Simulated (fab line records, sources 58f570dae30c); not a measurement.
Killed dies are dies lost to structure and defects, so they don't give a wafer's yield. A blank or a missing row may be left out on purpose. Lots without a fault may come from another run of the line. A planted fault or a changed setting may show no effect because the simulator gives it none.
One fault seen from 2 desks | flow berkeley_cmos170 | each desk has only its own numbers; what lay behind them comes last

THE METROLOGY DESK
What the gauges read, lot by lot, whatever tool the lot ran on: means of the sampled wafers that have a number. A lot is out of limits, marked OUT, if its mean lies more than 4 standard deviations from the usual mean; the brackets give that distance.
Columns: A = PFIELD_OVL at UCB170_PFIELD_OVL_MEAS_06, usual -1 nm; B = cd_nm at UCB170_GATE_CD_MEAS_12, usual 349.9 nm
lot  | first seen here | A  | B
L976 | day 4 21:14     | 2  | 351.1
L978 | day 5 06:08     | 1  | 350.7
L979 | day 5 06:33     | 6  | 349.7
L977 | day 5 06:50     | 1  | 348.3
L980 | day 5 13:39     | -5 | 349.1
L981 | day 5 13:55     | -4 | 350.2
L984 | day 6 12:35     | -2 | 347.9
L985 | day 6 21:42     | 1  | 344.8
L990 | day 7 17:49     | -6 | 343.3 (-4.7) OUT
L989 | day 7 18:29     | 5  | 348.8
L994 | day 8 07:16     | -3 | 352.0
L995 | day 8 17:37     | -0 | 349.3
L993 | day 8 17:53     | 4  | 350.1
L998 | day 9 17:31     | 0  | 350.8
This desk's finding: out of limits on L990; first on L990, day 10 00:40 (cd_nm at UCB170_GATE_CD_MEAS_12). In limits: L976, L978, L979, L977, L980, L981, L984, L985, L989, L994, L995, L993, L998.

THE TOOL OWNER'S DESK: litho_track-01
The tool's own readings at UCB170_GATE_SOFTBAKE_08 (time 60 s): means of the sampled wafers that have a number, for each lot that ran on this tool. A lot is out of limits, marked OUT, if its mean lies more than 4 standard deviations from the usual mean; the brackets give that distance.
Columns: A = run_length_s at UCB170_GATE_SOFTBAKE_08, usual 89.09 s
lot  | first seen here | A
L976 | day 7 04:00     | 89.10
L978 | day 7 14:00     | 89.14
L980 | day 7 22:00     | 89.29
L985 | day 8 23:00     | 122.43 (+99 or more) OUT
L990 | day 9 23:00     | 122.41 (+99 or more) OUT
This desk's finding: out of limits on L985, L990; first on L985, day 8 23:00 (run_length_s at UCB170_GATE_SOFTBAKE_08). In limits: L976, L978, L980.

PUT TOGETHER
The tool owner's desk could have raised an alarm at day 8 23:00, on L985, L990.
The metrology desk could have raised an alarm at day 10 00:40, on L990.
The metrology desk has L985 on record, within its limits.
Of the lots named, all ran UCB170_GATE_SOFTBAKE_08 on litho_track-01.

WHAT THE SIMULATOR HAD PUT IN
Process parameter drift: litho_track-01, from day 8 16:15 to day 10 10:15, at UCB170_GATE_SOFTBAKE_08. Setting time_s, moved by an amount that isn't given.
Lots struck among those shown: L985, L990.
Hours from the fault's start to each desk's first reading out of limits: the tool owner's desk, 7; the metrology desk, 32.
